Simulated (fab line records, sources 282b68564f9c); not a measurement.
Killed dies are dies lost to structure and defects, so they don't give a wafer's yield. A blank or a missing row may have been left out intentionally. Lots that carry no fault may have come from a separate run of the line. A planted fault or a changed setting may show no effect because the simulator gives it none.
Struck lot and sound lot, side by side + flow ritCmos + 29 out of 202 route steps
Sound: the wafers L628.2, L628.3, L628.6. Struck: wafers L633.1, L633.3, L633.6. Last of all comes the cause.
Each step with rows lists, per side, the tool, then ch with its chambers, then its first start. Under that, the readings that differ: sound wafers + struck wafers + difference of the means + sigmas: that difference in standard deviations of wafers without a fault.
alike: readings whose means differ by less than 2 such deviations, and words and numbers that are the same on both sides. not compared: withheld readings, readings that some wafer has no value for, bounds like >300 that may hide the same value, and numbers for which the record gives no deviation and whose values overlap.
Wherever a step has rows on one side only, a row that says differs or no value, or a row with sigmas, the two part there. Numbers that have no deviation but don't overlap get no sigmas and don't part them. A reading that every wafer of one side lacks parts them only if that side has two wafers or more.

RIT_FOX2_THK_MEAS_01:
  sound: filmMetro-03 at day 2 09:33; struck: filmMetro-02 at day 3 11:46
  alike: FOX2_OXIDE_THK
then, 2 steps without rows for these wafers: RIT_FOX2_CLEAN_02 (cleans in dHF, time 180 s); RIT_FOX2_WET_ETCH_03 (etches Si3N4 in H3PO4, target depth 195 nm, time 2700 s).
RIT_FOX2_THK_MEAS_90:
  sound: filmMetro-02 at day 2 10:26; struck: filmMetro-03 at day 3 12:42
  alike: FIELD_OXIDE_LEFT_1_THK
then, 6 steps without rows for these wafers: RIT_NWELL_HMDS_00 (prime time 60 s); RIT_NWELL_COAT_01 (resist thk 1300 nm); RIT_NWELL_SOFTBAKE_02 (time 60 s); RIT_NWELL_EXPOSE_03 (exposes mask M2, target cd 43900 nm); RIT_NWELL_PEB_04; RIT_NWELL_DEVELOP_05 (develop time 68 s).
RIT_NWELL_OVL_MEAS_06:
  sound: overlay-02 at day 2 11:22; struck: overlay-01 at day 3 13:38
  alike: NWELL_OVL
then, 1 step without rows for these wafers: RIT_NWELL_HARDBAKE_07 (time 120 s).
RIT_NWELL_IMPLANT_08:
  sound on implanter-02 ch 0, day 2 11:41; struck on implanter-04 ch 0, day 3 13:56
| reading          | sound                         | struck                        | difference | sigmas      |
|------------------|-------------------------------|-------------------------------|------------|-------------|
| doseIonsCm2      | 4.992e+13 4.988e+13 4.991e+13 | 5.804e+13 5.804e+13 5.799e+13 | +8.120e+12 | +99 or more |
| faradayCurrentUA | 155 160 154                   | 184 185 186                   | +29        | +9          |
  alike: beamOnS
RIT_NWELL_STRIP_09: strips in O2, time 180 s.
  sound on plasmaAsher-02 ch 0,1, day 2 11:48; struck on plasmaAsher-03 ch 0,1, day 3 14:05
  alike: drypumpMotorCurrentA
  not compared: rfHoursCounterH
RIT_NWELL_TW_MEAS_10:
  sound: filmMetro-02 at day 2 11:59; struck: filmMetro-02 at day 3 14:29
| reading  | sound          | struck         | difference | sigmas |
|----------|----------------|----------------|------------|--------|
| NWELL_TW | 2114 2118 2124 | 2227 2210 2225 | +102       | +5     |
  not compared: hold
then, 5 steps without rows for these wafers: RIT_PWELL_COAT_01 (resist thk 1300 nm); RIT_PWELL_SOFTBAKE_02 (time 60 s); RIT_PWELL_EXPOSE_03 (exposes mask M3, target cd 43700 nm); RIT_PWELL_PEB_04; RIT_PWELL_DEVELOP_05 (develop time 68 s).
RIT_PWELL_OVL_MEAS_06:
  sound: overlay-01 at day 2 12:55; struck: overlay-02 at day 3 20:59
  alike: PWELL_OVL
then, 2 steps without rows for these wafers: RIT_PWELL_HARDBAKE_07 (time 120 s); RIT_PWELL_IMPLANT_08.
RIT_PWELL_STRIP_09: strips in O2, time 180 s.
  sound on plasmaAsher-04 ch 1, day 2 13:21; struck on plasmaAsher-02 ch 0,1, day 3 21:26
  alike: drypumpMotorCurrentA
  not compared: rfHoursCounterH
RIT_PWELL_TW_MEAS_10:
  sound: filmMetro-03 at day 2 13:32; struck: filmMetro-04 at day 3 21:37
  alike: PWELL_TW
then, 1 step without rows for these wafers: RIT_WELLDRIVE_ANNEAL_00 (time 14700 s).
RIT_WELLDRIVE_RS_MEAS_01: a four-point-probe measurement.
  sound: filmMetro-03 at day 2 18:49; struck: filmMetro-04 at day 4 03:03
| reading           | sound             | struck            | difference | sigmas |
|-------------------|-------------------|-------------------|------------|--------|
| NWELL_RS (ohm/sq) | 275.5 276.4 275.3 | 250.8 250.9 251.0 | -24.8      | -34    |
  not compared: hold
RIT_WELLDRIVE_RS_MEAS_02: a four-point-probe measurement.
  sound: filmMetro-03 at day 2 18:56; struck: filmMetro-04 at day 4 08:41
| reading           | sound             | struck                                                                  | difference                   | sigmas |
|-------------------|-------------------|-------------------------------------------------------------------------|------------------------------|--------|
| hold              | - - -             | awaitDispo/5.4h/release awaitDispo/5.4h/release awaitDispo/5.4h/release | no value on the sound wafers |        |
| PWELL_RS (ohm/sq) | 431.0 430.1 430.0 | 426.4 426.4 426.5                                                       | -3.9                         | -3     |
RIT_M1_PROBE_99:
  sound: prober-01 at day 4 01:37; struck: prober-01 at day 5 14:43
  alike: killedAtContacts, killedAtFrontEnd, killedDies, killedOnRim, killedOpen, killedShort

WHERE THEY PART
Last at RIT_WELLDRIVE_RS_MEAS_02 as far as this record goes, first at RIT_NWELL_IMPLANT_08. Later steps at which nothing parts them and some readings are alike: RIT_M1_PROBE_99.

WHY: whatever the simulator had introduced
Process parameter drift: implanter-04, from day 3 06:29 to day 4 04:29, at RIT_NWELL_IMPLANT_08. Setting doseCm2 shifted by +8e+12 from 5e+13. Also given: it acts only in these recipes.
